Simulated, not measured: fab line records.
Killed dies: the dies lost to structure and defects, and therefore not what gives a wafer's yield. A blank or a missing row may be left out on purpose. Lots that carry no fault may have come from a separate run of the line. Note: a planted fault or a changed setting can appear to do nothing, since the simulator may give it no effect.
fab line records -- flow berkeley-cmos170 -- part 1 of 2: steps 1 to 33 of 45
record: lots: 5, wafers: 15, last-day: 13
route steps=331 shown ZERO@7 NWELL@14 PWELL@34
lots that met no fault: taken from a fault-free run of the same line
start-h: hours from the record's first day to the start of the lot's first wafer shown -- wait-h: how many hours have passed since the lot's step before this one -- " same as the row above -- L1.1+2: several wafers, shown together as one row -- - value missing, or start not given -- * or withheld: withheld -- < > ~ a bound
route shown NAME@n: names a module that has steps shown in the file, with the first one's number in the route -- usual: mean/standard deviation of fault-free wafers -- same: alike in all rows -- chamber/n: place in a boat -- sites: the reading at each site -- _std_site: standard deviation of those values -- _edge_site: the outer-site mean with the inner-site mean subtracted -- radius-mm: how far each site lies from the wafer's centre -- mask NAME#n: copy n -- behind: tool/chamber where the wafer was last shaped -- hold: the reason the lot was held/the length of the hold in hours/how it ended -- device: the transistor (n, p or np) that didn't switch -- end of line: at the end of the route, the tests of the same wafers -- a step given without rows: its recipe and nothing more -- killed: the dies lost at the first sort to structure and to defects; this is not the yield of the wafer -- map: a wafer's dies, x killed, . not, _ none there
set.NAME: the run value of the setting; set.NAME@STEP: its run value at that earlier step -- model.NAME: the simulator's own value behind a step, which no gauge read
a table for each step, a row for each wafer; lots at some steps of the route
services: the hour from which a tool's chamber was out of use, counted from the record's first day as start-h (under 0 if before that day), plus the number of hours and why
== steps ==
step: UCB170_ZERO_COAT_01
recipe: resist: KrF, spin-rpm: 1513, resist-thk-nm: 900
lot.wafer,tool,chamber,start-h,wait-h
L078.1+4+5,litho-track-04,0,39.92,0.1
L079.1+3+6,litho-track-04,0,49.26,0.1
L084.1+3+4,litho-track-03,0,73.53,0.1
L085.1+3+4,litho-track-04,0,76.64,0.1
L095.2+3+4,litho-track-03,0,127.07,0.1
step: UCB170_ZERO_SOFTBAKE_02
recipe: resist: KrF, temp-c: 130, time-s: 60
lot.wafer,tool,chamber,start-h,wait-h
L078.1+4+5,litho-track-04,0,40.07,0.1
L079.1+3+6,litho-track-04,0,49.41,0.1
L084.1+3+4,litho-track-03,0,73.68,0.1
L085.1+3+4,litho-track-04,0,76.79,0.1
L095.2+3+4,litho-track-03,0,127.22,0.1
step: UCB170_ZERO_EXPOSE_03
recipe: mask-id: PM_MARKS, na: 0.5, sigma-outer: 0.6, source-shape: conventional, target-cd-nm: 4000, dose-mj: 30
lot.wafer,tool,chamber,start-h,wait-h,mask
L078.1+4+5,krf-scanner-01,0,40.22,0.1,PM_MARKS#0
L079.1+3+6,krf-scanner-01,0,49.56,0.1,PM_MARKS#0
L084.1+3+4,krf-scanner-02,0,73.95,0.2,PM_MARKS#0
L085.1+3+4,krf-scanner-02,0,76.94,0.1,PM_MARKS#0
L095.2+3+4,krf-scanner-02,0,127.36,0.1,PM_MARKS#0
step: UCB170_ZERO_PEB_04
recipe: peb-temp-c: 130, peb-time-s: withheld, resist: KrF
lot.wafer,tool,chamber,start-h,wait-h
L078.1+4+5,litho-track-02,0,40.37,0.1
L079.1+3+6,litho-track-04,0,50.01,0.4
L084.1+3+4,litho-track-02,0,74.35,0.4
L085.1+3+4,litho-track-03,0,77.11,0.2
L095.2+3+4,litho-track-04,0,127.82,0.4
step: UCB170_ZERO_DEVELOP_05
recipe: developer: TMAH, develop-time-s: 45, resist: KrF, dev-temp-c: 21
lot.wafer,tool,chamber,start-h,wait-h
L078.1+4+5,litho-track-02,0,-,-
L079.1+3+6,litho-track-04,0,-,-
L084.1+3+4,litho-track-02,0,-,-
L085.1+3+4,litho-track-03,0,-,-
L095.2+3+4,litho-track-04,0,-,-
step: UCB170_ZERO_ETCH_06
recipe: chemistry: CHF3/CF4/Ar, target: SiO2, time-s: 12, pressure-mtorr: 100, rf-w: 500, CHF3_flow_sccm: 50, cf4-flow-sccm: 10, Ar_flow_sccm: 120, over-etch-frac: 1.58
usual: cf4-flow-sccm: 10.00/0.032, drypump-motor-current-A: 5.7/0.51, oes-product-au: 0.617/0.0091, throttle-valve-pct: 9.22/0.12
lot.wafer,tool,chamber,start-h,wait-h,cf4-flow-sccm,drypump-motor-current-A,oes-product-au,rf-hours-counter-h,throttle-valve-pct
L078.1,rie-diel-01,1,40.64,-,10.00,6.0,0.608,137,9.16
L078.4,rie-diel-01,2,40.64,-,10.02,5.8,0.615,4,9.32
L078.5,rie-diel-01,1,40.64,-,9.97,6.0,0.606,-,9.17
L079.1,rie-diel-02,2,50.29,-,9.97,4.9,0.626,170,9.08
L079.3,rie-diel-02,3,50.29,-,9.96,5.3,0.615,154,9.36
L079.6,rie-diel-02,2,50.29,-,10.02,4.9,0.628,-,9.09
L084.1,rie-diel-02,1,74.63,-,10.03,5.5,0.620,58,8.98
L084.3,rie-diel-02,3,74.63,-,10.00,5.3,0.610,155,9.36
L084.4,rie-diel-02,0,74.63,-,10.02,5.8,0.602,101,9.35
L085.1,rie-diel-02,3,77.38,-,10.02,5.3,0.608,156,9.37
L085.3,rie-diel-02,0,77.38,-,9.98,5.8,0.614,102,9.35
L085.4,rie-diel-02,0,77.38,-,10.03,5.8,0.616,-,9.35
L095.2,rie-diel-04,2,128.07,-,10.06,6.5,0.635,7,9.15
L095.3,rie-diel-04,0,128.07,-,10.00,6.1,0.611,25,9.13
L095.4,rie-diel-04,1,128.07,-,9.94,6.1,0.624,153,9.29
step: UCB170_ZERO_STRIP_07
recipe: chemistry: O2, power-w: 400, pressure-mtorr: 3500, platen-temp-c: withheld, o2-flow-sccm: 400, overash-fraction: 0.5
usual: drypump-motor-current-A: 6.1/0.47, oes-product-au: 0.727/0.0045, strip-time-to-endpoint-s: 21.38/0.058
lot.wafer,tool,chamber,start-h,wait-h,drypump-motor-current-A,oes-product-au,rf-hours-counter-h,strip-time-to-endpoint-s
L078.1,plasma-asher-03,1,40.67,0.0,6.4,0.725,32,21.46
L078.4,plasma-asher-03,0,40.67,0.0,5.2,0.728,-,21.46
L078.5,plasma-asher-03,0,40.67,0.0,5.2,0.731,-,21.49
L079.1,plasma-asher-04,1,50.31,0.0,5.7,0.722,28,21.29
L079.3,plasma-asher-04,1,50.31,0.0,5.7,0.733,-,21.36
L079.6,plasma-asher-04,1,50.31,0.0,5.7,0.725,-,21.37
L084.1,plasma-asher-03,1,74.65,0.0,6.4,0.728,35,21.33
L084.3,plasma-asher-03,1,74.65,0.0,6.4,0.723,-,21.38
L084.4,plasma-asher-03,0,74.65,0.0,5.2,0.729,-,21.44
L085.1,plasma-asher-03,1,77.41,0.0,6.4,0.728,35,21.33
L085.3,plasma-asher-03,1,77.41,0.0,6.4,0.726,-,21.33
L085.4,plasma-asher-03,0,77.41,0.0,5.2,0.719,-,21.32
L095.2,plasma-asher-04,1,128.09,0.0,5.7,0.733,1,21.31
L095.3,plasma-asher-04,1,128.09,0.0,5.7,0.730,-,21.32
L095.4,plasma-asher-04,0,128.09,0.0,6.3,0.724,-,21.38
step: UCB170_NWELL_WET_ETCH_00
recipe: chemistry: dHF, dilution: 25:1, target: SiO2, temp-c: 25, time-s: 200
lot.wafer,tool,chamber,start-h,wait-h
L078.1+4+5,wet-bench-02,2,40.77,0.1
L079.1+3+6,wet-bench-04,3,52.39,2.0
L084.1+3+4,wet-bench-01,0,74.75,0.1
L085.1+3+4,wet-bench-01,0,77.51,0.1
L095.2+3+4,wet-bench-04,1,128.69,0.6
step: UCB170_NWELL_OXIDATION_01
recipe: temp-c: 1000, ambient: O2, target-thk-a: 264, ox-time-s: 1260
lot.wafer,tool,chamber,start-h,wait-h
L078.1+4+5,furnace-02,0,46.43,5.6
L079.1+3+6,furnace-01,0,56.67,4.2
L084.1+3+4,furnace-04,0,81.93,7.1
L085.1+3+4,furnace-04,0,81.93,4.4
L095.2+3+4,furnace-04,0,131.36,2.6
step: UCB170_NWELL_THK_MEAS_02
recipe: reads: SiO2_of_NWELL_OXIDATION_01
usual: NWELL_OXIDE_THK: 26.5/0.46
lot.wafer,tool,chamber,start-h,wait-h,NWELL_OXIDE_THK[nm]
L078.1,film-metro-01,-,47.78,0.0,26.5
L078.4,film-metro-01,-,47.78,0.0,26.5
L078.5,film-metro-01,-,47.78,0.0,26.5
L079.1,film-metro-01,-,58.02,0.0,26.4
L079.3,film-metro-01,-,58.02,0.0,26.0
L079.6,film-metro-01,-,58.02,0.0,26.1
L084.1,film-metro-01,-,83.28,0.0,26.5
L084.3,film-metro-01,-,83.28,0.0,26.2
L084.4,film-metro-01,-,83.28,0.0,26.0
L085.1,film-metro-02,-,83.28,0.0,25.6
L085.3,film-metro-02,-,83.28,0.0,25.8
L085.4,film-metro-02,-,83.28,0.0,25.7
L095.2,film-metro-02,-,132.72,0.0,26.2
L095.3,film-metro-02,-,132.72,0.0,26.5
L095.4,film-metro-02,-,132.72,0.0,26.2
step: UCB170_NWELL_ANNEAL_03
recipe: temp-c: 1000, time-s: 900, ambient: N2
lot.wafer,tool,chamber,start-h,wait-h
L078.1+4+5,furnace-04,0,53.98,6.2
L079.1+3+6,furnace-04,0,61.99,4.0
L084.1+3+4,furnace-01,0,88.54,5.3
L085.1+3+4,furnace-01,0,88.54,5.3
L095.2+3+4,furnace-02,0,136.39,3.7
step: UCB170_NWELL_CVD_04
recipe: material: Si3N4, target-thk-nm: 224, temp-c: 800, precursor: SiH2Cl2/NH3, time-s: 3360, pressure-mtorr: 200, sih2cl2-flow-sccm: 25, nh3-flow-sccm: 75
usual: nh3-flow-sccm: 74.98/0.24, susceptor-temp-C: 800.1/0.33
lot.wafer,tool,chamber,start-h,wait-h,nh3-flow-sccm,susceptor-temp-C
L078.1,lpcvd-01,1,55.23,0.0,74.81,799.3
L078.4,lpcvd-01,1,55.23,0.0,74.77,799.8
L078.5,lpcvd-01,1,55.23,0.0,74.81,799.8
L079.1,lpcvd-02,1,63.24,0.0,74.78,800.2
L079.3,lpcvd-02,1,63.24,0.0,74.98,800.0
L079.6,lpcvd-02,1,63.24,0.0,74.73,800.0
L084.1,lpcvd-01,0,89.79,0.0,74.80,800.1
L084.3,lpcvd-01,0,89.79,0.0,74.96,800.1
L084.4,lpcvd-01,0,89.79,0.0,75.08,800.5
L085.1,lpcvd-01,0,89.79,0.0,74.88,799.6
L085.3,lpcvd-01,0,89.79,0.0,75.17,800.6
L085.4,lpcvd-01,0,89.79,0.0,74.71,799.8
L095.2,lpcvd-02,1,138.76,1.1,74.77,800.4
L095.3,lpcvd-02,1,138.76,1.1,75.08,799.8
L095.4,lpcvd-02,1,138.76,1.1,74.80,800.0
step: UCB170_NWELL_THK_MEAS_05
recipe: reads: Si3N4_of_NWELL_CVD_04
usual: NWELL_NITRIDE_THK: 223.2/2
lot.wafer,tool,chamber,start-h,wait-h,NWELL_NITRIDE_THK[nm]
L078.1,film-metro-02,-,57.16,0.0,221.2
L078.4,film-metro-02,-,57.16,0.0,221.6
L078.5,film-metro-02,-,57.16,0.0,224.2
L079.1,film-metro-01,-,65.18,0.0,228.2
L079.3,film-metro-01,-,65.18,0.0,225.9
L079.6,film-metro-01,-,65.18,0.0,227.7
L084.1,film-metro-01,-,91.73,0.0,223.4
L084.3,film-metro-01,-,91.73,0.0,226.3
L084.4,film-metro-01,-,91.73,0.0,224.8
L085.1,film-metro-02,-,91.73,0.0,220.3
L085.3,film-metro-02,-,91.73,0.0,220.6
L085.4,film-metro-02,-,91.73,0.0,220.0
L095.2,film-metro-01,-,140.70,0.0,228.1
L095.3,film-metro-01,-,140.70,0.0,224.8
L095.4,film-metro-01,-,140.70,0.0,226.3
step: UCB170_NWELL_HMDS_06
recipe: prime-time-s: 60, prime-temp-c: 100
lot.wafer,tool,chamber,start-h,wait-h
L078.1+4+5,litho-track-03,0,57.22,0.1
L079.1+3+6,litho-track-01,0,65.24,0.1
L084.1+3+4,litho-track-03,0,92.14,0.4
L085.1+3+4,litho-track-02,0,92.45,0.7
L095.2+3+4,litho-track-03,0,141.12,0.4
step: UCB170_NWELL_COAT_07
recipe: resist: KrF, spin-rpm: 1500, resist-thk-nm: 900
lot.wafer,tool,chamber,start-h,wait-h
L078.1+4+5,litho-track-03,0,57.37,0.1
L079.1+3+6,litho-track-01,0,65.39,0.1
L084.1+3+4,litho-track-03,0,92.29,0.1
L085.1+3+4,litho-track-02,0,92.60,0.1
L095.2+3+4,litho-track-03,0,141.27,0.1
step: UCB170_NWELL_SOFTBAKE_08
recipe: resist: KrF, temp-c: 130, time-s: 60
lot.wafer,tool,chamber,start-h,wait-h
L078.1+4+5,litho-track-03,0,57.52,0.1
L079.1+3+6,litho-track-01,0,65.54,0.1
L084.1+3+4,litho-track-03,0,92.44,0.1
L085.1+3+4,litho-track-02,0,92.75,0.1
L095.2+3+4,litho-track-03,0,141.42,0.1
step: UCB170_NWELL_EXPOSE_09
recipe: mask-id: NWELL, target-cd-nm: 3000, na: 0.5, sigma-outer: 0.6, source-shape: conventional, dose-mj: 25
lot.wafer,tool,chamber,start-h,wait-h,mask
L078.1+4+5,krf-scanner-01,0,57.67,0.1,NWELL#0
L079.1+3+6,krf-scanner-01,0,65.81,0.2,NWELL#0
L084.1+3+4,krf-scanner-02,0,92.80,0.3,NWELL#0
L085.1+3+4,krf-scanner-02,0,93.15,0.4,NWELL#0
L095.2+3+4,krf-scanner-02,0,141.68,0.2,NWELL#0
step: UCB170_NWELL_PEB_10
recipe: peb-temp-c: 130, peb-time-s: withheld, resist: KrF
lot.wafer,tool,chamber,start-h,wait-h
L078.1+4+5,litho-track-02,0,58.00,0.3
L079.1+3+6,litho-track-02,0,65.96,0.1
L084.1+3+4,litho-track-01,0,93.37,0.6
L085.1+3+4,litho-track-01,0,94.09,0.9
L095.2+3+4,litho-track-03,0,142.47,0.8
step: UCB170_NWELL_DEVELOP_11
recipe: developer: TMAH, develop-time-s: 45, resist: KrF, dev-temp-c: 21
lot.wafer,tool,chamber,start-h,wait-h
L078.1+4+5,litho-track-02,0,-,-
L079.1+3+6,litho-track-02,0,-,-
L084.1+3+4,litho-track-01,0,-,-
L085.1+3+4,litho-track-01,0,-,-
L095.2+3+4,litho-track-03,0,-,-
step: UCB170_NWELL_OVL_MEAS_12
usual: NWELL_OVL: -1/6.3
lot.wafer,tool,chamber,start-h,wait-h,NWELL_OVL[nm]
L078.1,overlay-02,-,58.27,-,-10
L078.4,overlay-02,-,58.27,-,-16
L078.5,overlay-02,-,58.27,-,-4
L079.1,overlay-02,-,66.24,-,0
L079.3,overlay-02,-,66.24,-,4
L079.6,overlay-02,-,66.24,-,2
L084.1,overlay-01,-,93.64,-,-2
L084.3,overlay-01,-,93.64,-,-3
L084.4,overlay-01,-,93.64,-,-4
L085.1,overlay-01,-,94.37,-,-4
L085.3,overlay-01,-,94.37,-,0
L085.4,overlay-01,-,94.37,-,0
L095.2,overlay-01,-,142.72,-,-10
L095.3,overlay-01,-,142.72,-,-8
L095.4,overlay-01,-,142.72,-,-9
step: UCB170_NWELL_ETCH_13
recipe: chemistry: CH3F/Ar/O2, target: Si3N4, stop-on: SiO2, CH3F_flow_sccm: 20, Ar_flow_sccm: 50, O2_flow_sccm: 7, pressure-mtorr: 50, rf-w: 450, target-depth-a: 2464, over-etch-frac: 0.1, time-s: 151.2
usual: drypump-motor-current-A: 5.6/0.44, oes-product-au: 0.954/0.016, throttle-valve-pct: 8.01/0.096
lot.wafer,tool,chamber,start-h,wait-h,drypump-motor-current-A,oes-product-au,rf-hours-counter-h,throttle-valve-pct
L078.1,rie-diel-02,2,58.31,0.0,4.9,0.959,170,7.90
L078.4,rie-diel-02,2,58.31,0.0,4.9,0.965,-,7.91
L078.5,rie-diel-02,0,58.31,0.0,5.7,0.937,-,8.15
L079.1,rie-diel-04,2,66.27,0.0,6.5,0.974,3,7.96
L079.3,rie-diel-04,1,66.27,0.0,6.0,0.976,150,8.11
L079.6,rie-diel-04,0,66.27,0.0,6.1,0.976,-,7.97
L084.1,rie-diel-03,1,93.68,0.0,5.6,0.919,29,8.03
L084.3,rie-diel-03,2,93.68,0.0,5.5,0.988,98,8.02
L084.4,rie-diel-03,3,93.68,0.0,5.1,0.950,150,7.95
L085.1,rie-diel-02,1,94.40,0.0,5.4,0.949,59,7.82
L085.3,rie-diel-02,3,94.40,0.0,5.3,0.942,157,8.18
L085.4,rie-diel-02,1,94.40,0.0,5.4,0.948,-,7.80
L095.2,rie-diel-02,0,142.75,0.0,5.7,0.956,107,8.15
L095.3,rie-diel-02,2,142.75,0.0,4.9,0.983,2,7.90
L095.4,rie-diel-02,2,142.75,0.0,4.9,0.985,-,7.91
step: UCB170_NWELL_IMPLANT_14
recipe: species: P, dose-cm2: 1e+13, energy-kev: 150, tilt-deg: 7
usual: faraday-current-uA: 31.8/0.69
lot.wafer,tool,chamber,start-h,wait-h,faraday-current-uA
L078.1,implanter-03,0,58.41,0.1,31.6
L078.4,implanter-03,0,58.41,0.1,32.9
L078.5,implanter-03,0,58.41,0.1,31.0
L079.1,implanter-03,0,66.38,0.1,32.8
L079.3,implanter-03,0,66.38,0.1,32.2
L079.6,implanter-03,0,66.38,0.1,31.8
L084.1,implanter-01,0,93.78,0.1,31.3
L084.3,implanter-01,0,93.78,0.1,31.7
L084.4,implanter-01,0,93.78,0.1,31.6
L085.1,implanter-03,0,94.51,0.1,32.4
L085.3,implanter-03,0,94.51,0.1,30.8
L085.4,implanter-03,0,94.51,0.1,32.8
L095.2,implanter-04,0,142.88,0.1,31.1
L095.3,implanter-04,0,142.88,0.1,31.5
L095.4,implanter-04,0,142.88,0.1,31.6
step: UCB170_NWELL_STRIP_15
recipe: chemistry: O2, power-w: 400, pressure-mtorr: 3500, platen-temp-c: withheld, o2-flow-sccm: 400, overash-fraction: 0.5
usual: drypump-motor-current-A: 5.8/0.56, oes-product-au: 0.721/0.0046, strip-time-to-endpoint-s: 18.06/0.069
lot.wafer,tool,chamber,start-h,wait-h,drypump-motor-current-A,oes-product-au,rf-hours-counter-h,strip-time-to-endpoint-s
L078.1,plasma-asher-01,1,58.56,0.1,6.5,0.721,26,18.05
L078.4,plasma-asher-01,0,58.56,0.1,6.3,0.717,-,18.05
L078.5,plasma-asher-01,1,58.56,0.1,6.4,0.719,-,18.10
L079.1,plasma-asher-02,1,66.53,0.1,5.4,0.712,28,18.02
L079.3,plasma-asher-02,0,66.53,0.1,5.2,0.721,-,18.05
L079.6,plasma-asher-02,0,66.53,0.1,5.2,0.717,-,18.06
L084.1,plasma-asher-02,1,93.93,0.1,5.4,0.716,32,18.09
L084.3,plasma-asher-02,0,93.93,0.1,5.2,0.719,-,18.08
L084.4,plasma-asher-02,1,93.93,0.1,5.4,0.721,-,18.07
L085.1,plasma-asher-01,1,94.66,0.1,6.4,0.720,28,18.21
L085.3,plasma-asher-01,1,94.66,0.1,6.5,0.715,-,18.17
L085.4,plasma-asher-01,0,94.66,0.1,6.3,0.716,-,18.16
L095.2,plasma-asher-01,0,143.00,0.1,6.3,0.718,35,18.05
L095.3,plasma-asher-01,1,143.00,0.1,6.5,0.721,-,18.06
L095.4,plasma-asher-01,0,143.00,0.1,6.3,0.722,-,18.04
step: UCB170_NWELL_TW_MEAS_16
usual: NWELL_TW: 1245/10
lot.wafer,tool,chamber,start-h,wait-h,NWELL_TW
L078.1,film-metro-01,-,58.66,0.1,1238
L078.4,film-metro-01,-,58.66,0.1,1246
L078.5,film-metro-01,-,58.66,0.1,1240
L079.1,film-metro-01,-,66.63,0.1,1243
L079.3,film-metro-01,-,66.63,0.1,1240
L079.6,film-metro-01,-,66.63,0.1,1247
L084.1,film-metro-03,-,94.03,0.1,1260
L084.3,film-metro-03,-,94.03,0.1,1254
L084.4,film-metro-03,-,94.03,0.1,1251
L085.1,film-metro-01,-,94.76,0.1,1239
L085.3,film-metro-01,-,94.76,0.1,1235
L085.4,film-metro-01,-,94.76,0.1,1236
L095.2,film-metro-01,-,143.11,0.1,1224
L095.3,film-metro-01,-,143.11,0.1,1237
L095.4,film-metro-01,-,143.11,0.1,1231
step: UCB170_NWELL_CLEAN_17
recipe: chemistry: SPM, temp-c: 120, time-s: 600
lot.wafer,tool,chamber,start-h,wait-h
L078.1+4+5,wet-bench-04,3,58.85,0.2
L079.1+3+6,wet-bench-02,0,66.69,0.1
L084.1+3+4,wet-bench-02,3,94.09,0.1
L085.1+3+4,wet-bench-02,2,94.82,0.1
L095.2+3+4,wet-bench-04,2,143.16,0.0
step: UCB170_NWELL_WET_ETCH_18
recipe: chemistry: H3PO4, target: Si3N4, temp-c: 160, time-s: 14400
lot.wafer,tool,chamber,start-h,wait-h
L078.1+4+5,wet-bench-04,0,59.26,0.2
L079.1+3+6,wet-bench-01,3,66.88,0.0
L084.1+3+4,wet-bench-04,1,94.27,0.0
L085.1+3+4,wet-bench-02,3,94.99,0.0
L095.2+3+4,wet-bench-02,0,143.35,0.0
step: UCB170_NWELL_WET_ETCH_19
recipe: chemistry: BOE, dilution: 5:1, target: SiO2, temp-c: 25, time-s: 22
lot.wafer,tool,chamber,start-h,wait-h
L078.1+4+5,wet-bench-01,3,63.63,0.0
L079.1+3+6,wet-bench-02,0,71.68,0.8
L085.1+3+4,wet-bench-04,0,99.04,0.0
L084.1+3+4,wet-bench-04,1,99.06,0.0
L095.2+3+4,wet-bench-02,2,147.74,0.4
step: UCB170_PWELL_CLEAN_00
recipe: chemistry: SPM, temp-c: 120, time-s: 600
lot.wafer,tool,chamber,start-h,wait-h
L078.1+4+5,wet-bench-02,0,63.64,0.0
L079.1+3+6,wet-bench-01,1,71.96,0.3
L085.1+3+4,wet-bench-04,2,99.07,0.0
L084.1+3+4,wet-bench-02,0,99.17,0.1
L095.2+3+4,wet-bench-02,0,147.95,0.2
step: UCB170_PWELL_CLEAN_01
recipe: chemistry: dHF, dilution: 25:1, time-s: 60
lot.wafer,tool,chamber,start-h,wait-h
L078.1+4+5,wet-bench-04,1,63.82,0.0
L079.1+3+6,wet-bench-01,0,72.35,0.2
L084.1+3+4,wet-bench-02,3,99.41,0.1
L085.1+3+4,wet-bench-02,2,99.41,0.1
L095.2+3+4,wet-bench-02,1,148.14,0.0
step: UCB170_PWELL_OXIDATION_02
recipe: temp-c: 1000, ambient: O2, target-thk-a: 264, ox-time-s: 1260
lot.wafer,tool,chamber,start-h,wait-h
L078.1+4+5,furnace-01,0,68.30,4.5
L079.1+3+6,furnace-02,0,75.89,3.5
L084.1+3+4,furnace-01,0,103.56,4.1
L085.1+3+4,furnace-01,0,103.56,4.1
L095.2+3+4,furnace-02,0,151.09,2.9
step: UCB170_PWELL_THK_MEAS_03
recipe: reads: SiO2_of_PWELL_OXIDATION_02
usual: PWELL_OXIDE_THK: 26.5/0.59
lot.wafer,tool,chamber,start-h,wait-h,PWELL_OXIDE_THK[nm]
L078.1,film-metro-04,-,69.65,0.0,26.9
L078.4,film-metro-04,-,69.65,0.0,26.7
L078.5,film-metro-04,-,69.65,0.0,26.9
L079.1,film-metro-04,-,77.24,0.0,25.9
L079.3,film-metro-04,-,77.24,0.0,26.4
L079.6,film-metro-04,-,77.24,0.0,26.4
L084.1,film-metro-04,-,104.91,0.0,27.3
L084.3,film-metro-04,-,104.91,0.0,26.4
L084.4,film-metro-04,-,104.91,0.0,27.2
L085.1,film-metro-02,-,104.91,0.0,26.5
L085.3,film-metro-02,-,104.91,0.0,26.6
L085.4,film-metro-02,-,104.91,0.0,26.8
L095.2,film-metro-03,-,152.45,0.0,25.4
L095.3,film-metro-03,-,152.45,0.0,25.4
L095.4,film-metro-03,-,152.45,0.0,25.3
step: UCB170_PWELL_ANNEAL_04
recipe: temp-c: 1000, time-s: 900, ambient: N2
lot.wafer,tool,chamber,start-h,wait-h
L078.1+4+5,furnace-04,0,73.83,4.2
L079.1+3+6,furnace-04,0,84.61,7.4
L084.1+3+4,furnace-04,0,109.99,5.1
L085.1+3+4,furnace-04,0,109.99,5.1
L095.2+3+4,furnace-01,0,156.86,4.4
step: UCB170_PWELL_CVD_05
recipe: material: Si3N4, target-thk-nm: 220, temp-c: 800, precursor: SiH2Cl2/NH3, time-s: 3300, pressure-mtorr: 200, sih2cl2-flow-sccm: 25, nh3-flow-sccm: 75
usual: nh3-flow-sccm: 75.00/0.25, susceptor-temp-C: 800.1/0.32
lot.wafer,tool,chamber,start-h,wait-h,nh3-flow-sccm,susceptor-temp-C
L078.1,lpcvd-01,0,75.08,0.0,74.84,800.2
L078.4,lpcvd-01,0,75.08,0.0,74.87,799.7
L078.5,lpcvd-01,0,75.08,0.0,75.07,800.2
L079.1,lpcvd-02,0,85.86,0.0,74.85,800.2
L079.3,lpcvd-02,0,85.86,0.0,74.86,800.4
L079.6,lpcvd-02,0,85.86,0.0,74.48,800.2
L084.1,lpcvd-01,1,111.81,0.6,74.91,799.9
L084.3,lpcvd-01,1,111.81,0.6,74.89,800.2
L084.4,lpcvd-01,1,111.81,0.6,74.96,800.0
L085.1,lpcvd-01,0,111.81,0.6,75.35,800.1
L085.3,lpcvd-01,0,111.81,0.6,74.87,799.9
L085.4,lpcvd-01,0,111.81,0.6,75.42,799.5
L095.2,lpcvd-02,0,158.11,0.0,74.80,799.5
L095.3,lpcvd-02,0,158.11,0.0,75.03,799.9
L095.4,lpcvd-02,0,158.11,0.0,74.83,799.9
